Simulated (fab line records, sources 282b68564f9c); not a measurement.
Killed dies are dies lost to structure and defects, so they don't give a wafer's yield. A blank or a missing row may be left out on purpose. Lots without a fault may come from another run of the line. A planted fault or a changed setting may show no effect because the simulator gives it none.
A struck lot beside a sound one | flow rit_cmos | 34 steps out of a route of 202
Sound: wafers L688.1, L688.3, L688.4. Struck: wafers L702.2, L702.5, L702.6. The cause comes at the end.
At each step with rows: each side's tool, then ch and its chambers, then its first start. Under that, the readings that differ: sound wafers | struck wafers | difference of the means | sigmas: that difference in standard deviations of wafers without a fault.
alike: readings whose means differ by less than 2 such deviations, and words and numbers that are the same on both sides. not compared: withheld readings, readings that some wafer has no value for, bounds like >300 that may hide the same value, and numbers for which the record gives no deviation and whose values overlap.
The two part at a step that has a row with sigmas, a row that says differs or no value, or rows on one side only. Numbers that don't overlap but have no deviation are shown without sigmas and don't part them. A reading that every wafer of one side lacks parts them only if that side has two wafers or more.

first, 2 steps without rows for these wafers: RIT_SPACER_CLEAN_02 (cleans in SC2, time 600 s); RIT_SPACER_CVD_03 (deposits Si3N4 from SiH2Cl2/NH3, target thk 250 nm, time 3300 s).
RIT_SPACER_THK_MEAS_04:
  sound on film_metro-02, day 5 02:43; struck on film_metro-01, day 7 22:13
  alike: SPACER_NITRIDE_THK
RIT_SPACER_ETCHBACK_05: etches Si3N4 in SF6/CHF3, stops on SiO2, target depth 250 nm, time 240 s.
  sound on rie_diel-01 ch 1,2,3, day 5 02:46; struck on rie_diel-03 ch 1,2, day 7 22:16
  alike: drypump_motor_current_A, oes_product_au, throttle_valve_pct
  not compared: rf_hours_counter_h
then, 6 steps without rows for these wafers: RIT_NSD_HMDS_00 (prime time 60 s); RIT_NSD_COAT_01 (resist thk 1000 nm); RIT_NSD_SOFTBAKE_02 (time 60 s); RIT_NSD_EXPOSE_03 (exposes mask M9, target cd 40700 nm); RIT_NSD_PEB_04; RIT_NSD_DEVELOP_05 (develop time 50 s).
RIT_NSD_OVL_MEAS_06:
  sound on overlay-02, day 5 03:53; struck on overlay-01, day 7 23:16
  alike: NSD_OVL
then, 1 step without rows for these wafers: RIT_NSD_HARDBAKE_07 (time 60 s).
RIT_NSD_IMPLANT_08:
  sound on implanter-01 ch 0, day 5 04:05; struck on implanter-02 ch 0, day 7 23:29
  reading                   | sound                | struck               | difference | sigmas
  beam_energy_keV           | 25.005 24.994 25.003 | 29.174 29.176 29.180 | +4.176     | +99 or more
  model.implant.rp_nm (nm)  | 31.48 31.48 31.48    | 35 35 35             | +4         |
  model.implant.drp_nm (nm) | 14.84 14.84 14.84    | 16.28 16.28 16.28    | +1.44      |
  alike: faraday_current_uA, tilt_deg
RIT_NSD_STRIP_09: strips in O2, time 180 s.
  sound on plasma_asher-03 ch 0,1, day 5 04:14; struck on plasma_asher-04 ch 0,1, day 7 23:36
  alike: drypump_motor_current_A
  not compared: rf_hours_counter_h
RIT_NSD_TW_MEAS_10:
  sound on film_metro-04, day 5 04:24; struck on film_metro-02, day 7 23:47
  reading | sound          | struck         | difference | sigmas
  NSD_TW  | 3127 3140 3113 | 3281 3264 3265 | +143       | +11
then, 6 steps without rows for these wafers: RIT_PSD_HMDS_00 (prime time 60 s); RIT_PSD_COAT_01 (resist thk 1000 nm); RIT_PSD_SOFTBAKE_02 (time 60 s); RIT_PSD_EXPOSE_03 (exposes mask M10, target cd 40900 nm); RIT_PSD_PEB_04; RIT_PSD_DEVELOP_05 (develop time 50 s).
RIT_PSD_OVL_MEAS_06:
  sound on overlay-02, day 5 05:28; struck on overlay-01, day 8 00:49
  alike: PSD_OVL
then, 2 steps without rows for these wafers: RIT_PSD_HARDBAKE_07 (time 60 s); RIT_PSD_IMPLANT_08.
RIT_PSD_STRIP_09: strips in O2, time 180 s.
  sound on plasma_asher-02 ch 0,1, day 5 05:48; struck on plasma_asher-02 ch 0,1, day 8 01:09
  alike: drypump_motor_current_A
  not compared: rf_hours_counter_h
RIT_PSD_TW_MEAS_10:
  sound on film_metro-04, day 5 05:59; struck on film_metro-03, day 8 01:20
  alike: PSD_TW
then, 3 steps without rows for these wafers: RIT_SDANNEAL_CLEAN_00 (cleans in SC1, time 600 s); RIT_SDANNEAL_CLEAN_01 (cleans in dHF, time 30 s); RIT_SDANNEAL_CLEAN_02 (cleans in SC2, time 600 s).
RIT_SDANNEAL_RTA_03: time 5 s.
  sound on rtp_anneal-02 ch 0, day 5 06:30; struck on rtp_anneal-02 ch 0, day 8 01:46
  alike: wafer_temp_C_max
RIT_SDANNEAL_RS_MEAS_04: measures by four-point-probe.
  sound on film_metro-04, day 5 06:34; struck on film_metro-04, day 8 01:50
  alike: PSD_RS
RIT_SDANNEAL_RS_MEAS_05: measures by four-point-probe.
  sound on film_metro-04, day 5 06:41; struck on film_metro-04, day 8 01:57
  reading         | sound          | struck         | difference | sigmas
  NSD_RS (ohm/sq) | 83.5 83.9 83.8 | 82.6 82.6 82.5 | -1.2       | -4
RIT_SDANNEAL_RS_MEAS_06: measures by four-point-probe.
  sound on film_metro-04, day 5 06:48; struck on film_metro-04, day 8 02:04
  alike: PLDD_RS
RIT_M1_PROBE_99:
  sound on prober-01, day 5 14:05; struck on prober-02, day 8 09:32
  reading                              | sound           | struck            | difference | sigmas
  model.etest.contact_nplus.end_ohm_um | 42.62 42.6 41.6 | 38.56 38.55 37.49 | -4.07      |
  alike: killed_at_front_end, killed_dies, killed_open, killed_short

WHERE THEY PART
First at RIT_NSD_IMPLANT_08; last, within this record, at RIT_SDANNEAL_RS_MEAS_05. Later steps at which nothing parts them and some readings are alike: RIT_SDANNEAL_RS_MEAS_06, RIT_M1_PROBE_99.

WHY: what the simulator had put in
Process parameter drift: implanter-02, from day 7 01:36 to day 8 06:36, at RIT_NSD_IMPLANT_08. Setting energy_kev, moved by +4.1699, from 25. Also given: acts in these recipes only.
